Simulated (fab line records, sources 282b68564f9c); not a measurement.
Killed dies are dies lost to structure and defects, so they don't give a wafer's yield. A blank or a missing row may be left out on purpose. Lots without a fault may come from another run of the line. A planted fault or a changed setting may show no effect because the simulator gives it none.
Split-lot experiment | flow rit_cmos | 5 lots, 23 wafers read, on a route of 202 steps

THE SPLIT
At RIT_ACTIVE_OXIDATION_01 (target thk 46.8 nm, ox time 3360 s), the setting temp_c was moved away from the recipe's 1000 C on 15 of the 23 wafers read, by -2.6% to +1.4%. The other wafers ran this setting at the recipe's value.

The file shows no step between the split and the reading.

THE READING
ACTIVE_OXIDE_THK, in nm, at RIT_ACTIVE_THK_MEAS_02. Fault-free wafers of this fab line usually give 46.7 nm, standard deviation 0.89 nm.

wafer  | tool, chamber at the split | temp_c as run, C | against the recipe | ACTIVE_OXIDE_THK, nm | against lot-mates on the recipe
L075.1 | -, -                       | 1000             | recipe             | 47.2                 | -
L075.2 | -, -                       | 1000             | recipe             | 47.1                 | -
L075.3 | -, -                       | 1000             | recipe             | 47.2                 | -
L075.5 | -, -                       | 1000             | recipe             | 47.1                 | -
L075.6 | -, -                       | 1000             | recipe             | 47.0                 | -
L077.2 | -, -                       | 1014             | +1.4%              | 53.5                 | no lot-mate on the recipe
L077.3 | -, -                       | 1014             | +1.4%              | 53.4                 | no lot-mate on the recipe
L077.4 | -, -                       | 1014             | +1.4%              | 52.9                 | no lot-mate on the recipe
L077.5 | -, -                       | 1014             | +1.4%              | 53.3                 | no lot-mate on the recipe
L077.6 | -, -                       | 1014             | +1.4%              | 52.9                 | no lot-mate on the recipe
L081.1 | -, -                       | 991.8            | -0.8%              | 42.3                 | no lot-mate on the recipe
L081.2 | -, -                       | 991.8            | -0.8%              | 42.6                 | no lot-mate on the recipe
L081.3 | -, -                       | 991.8            | -0.8%              | 42.2                 | no lot-mate on the recipe
L081.4 | -, -                       | 991.8            | -0.8%              | 42.7                 | no lot-mate on the recipe
L081.5 | -, -                       | 991.8            | -0.8%              | 42.9                 | no lot-mate on the recipe
L083.1 | furnace-04, 0              | 1000             | recipe             | 45.0                 | -
L083.2 | furnace-04, 0              | 1000             | recipe             | 44.7                 | -
L083.3 | furnace-04, 0              | 1000             | recipe             | 45.0                 | -
L084.1 | -, -                       | 974.4            | -2.6%              | 36.5                 | no lot-mate on the recipe
L084.3 | -, -                       | 974.4            | -2.6%              | 37.8                 | no lot-mate on the recipe
L084.4 | -, -                       | 974.4            | -2.6%              | 37.0                 | no lot-mate on the recipe
L084.5 | -, -                       | 974.4            | -2.6%              | 37.3                 | no lot-mate on the recipe
L084.6 | -, -                       | 974.4            | -2.6%              | 37.5                 | no lot-mate on the recipe

THE FIT
A straight line over all 23 wafers: ACTIVE_OXIDE_THK changes by +4.01 nm for each +1% of temp_c; r = +0.98; the points scatter about the line by 1 nm.
Too few moved wafers have a lot-mate on the recipe to fit a line with each lot's own level taken away.

THE WHOLE CHAIN: every reading that the file lists as answering this split, in the file's order
step                    | what it does                                            | reading                                                                             | change (the file's fit)              | r (the file's)
RIT_ACTIVE_OXIDATION_01 | target thk 46.8 nm, ox time 3360 s                      | SiO2_of_ACTIVE_OXIDATION_01.thk_nm (the simulator's own value, which no gauge read) | +4.02 nm for each +1% of the setting | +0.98
RIT_ACTIVE_THK_MEAS_02  |                                                         | ACTIVE_OXIDE_THK                                                                    | +4.01 for each +1% of the setting    | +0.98
RIT_FOX2_WET_ETCH_03    | etches Si3N4 in H3PO4, target depth 195 nm, time 2700 s | SiO2_of_ACTIVE_OXIDATION_01.thk_nm (the simulator's own value, which no gauge read) | +3.6 nm for each +1% of the setting  | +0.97

THE FILE'S OWN FIT
ACTIVE_OXIDE_THK changes by +4.01 nm for each +1% of temp_c, r = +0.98.
